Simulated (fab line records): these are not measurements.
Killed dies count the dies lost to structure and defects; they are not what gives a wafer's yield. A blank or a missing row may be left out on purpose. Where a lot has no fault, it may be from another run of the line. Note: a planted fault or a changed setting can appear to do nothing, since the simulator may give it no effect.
Problem report, 8D (eight disciplines) form, completed by code -- flow rit-cmos -- the parts of the form that need people (team, actions taken, sign-off) are left out

== 1. WHAT IS WRONG ==
killed-at-front-end at RIT_M1_PROBE_99 reads a mean of 41 on 3 wafers of 2 lots; wafers without a fault read 7 with a standard deviation of 3.2. That puts it +11 standard deviations away from the usual mean.
The first sign was on wafer L386.3 at day 6 13:53, on prober-01. At this step, 9 wafers from 3 lots have a number in the record. By rule, "out" or "out of limits" means more than 4 standard deviations away from the usual mean. Any other wafer with a number is counted as sound.

== 2. WHAT IT IS, WHAT IT ISN'T ==
question,is,is not
which readings at this step,"killed-at-front-end, killed-dies, killed-on-rim","killed-at-contacts, killed-open, killed-short"
which lots,"L386, L389",L381
which wafers of those lots,"L386.3, L389.2, L389.5","L386.2, L386.4, L389.6"
read on which tools,"prober-01, prober-02",-
when,from day 6 13:53,"up to then (4 sound wafers); but 2 sound wafers of L386, L389 came after"

== 3. WHAT RULES OUT EACH SUSPECT ==
Counting: if a tool at a process step up to the reading ran every lot that is out, it stays a suspect. Sound lots after the first of them don't rule it out here, since some wafers of a struck lot are sound.
- plasma-asher-03 at RIT_PRETRO_STRIP_09 (strips in O2, time 180 s): kept. It ran every lot that is out, first L386 (day 5 10:35); its last sound lot up to then is L381 (day 4 11:03).
- Within plasma-asher-03 at RIT_PRETRO_STRIP_09: the wafers that are out ran in chamber 1; their sound lot-mates ran in chamber 0.
The count leaves plasma-asher-03 at RIT_PRETRO_STRIP_09.

== 4. THE CAUSE (what the simulator had put in) ==
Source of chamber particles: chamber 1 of plasma-asher-03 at RIT_PRETRO_STRIP_09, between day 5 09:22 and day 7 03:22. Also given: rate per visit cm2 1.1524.
After counting, this tool was the only one left.

== 5. SEQUENCE OF EFFECTS, ordered by route ==
Rows list readings where the struck wafers' mean (over those with a number) sits beyond 3 standard deviations from the usual. Readings are gone through only where the record gives a usual standard deviation; hours: the median, over the lots, of the time from a lot's start at the first step in this table giving one to that lot's start at this step; sigmas: the change measured in usual standard deviations.
hours,step,reading,usual,on struck wafers,change,sigmas
0,RIT_M1_PROBE_99,killed-at-front-end,7,41,+34,+11
0,RIT_M1_PROBE_99,killed-dies,7,41,+34,+11
0,RIT_M1_PROBE_99,killed-on-rim,1.9,11.0,+9.1,+6.5
The process steps in it:
- RIT_M1_PROBE_99

== 6. HOW IT WOULD HAVE BEEN CAUGHT EARLIER ==
In this record no reading fell out of limits until day 6 13:53, 29 hours after the fault had begun at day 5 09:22.
No tool reading at RIT_PRETRO_STRIP_09 that has a usual standard deviation in the record was out on any struck wafer, so an alarm limit of 4 standard deviations on those readings would not have fired.
By day 6 13:53, every lot that is out (2) had started RIT_PRETRO_STRIP_09 on plasma-asher-03. None of them would have been spared by holding the tool at that moment.
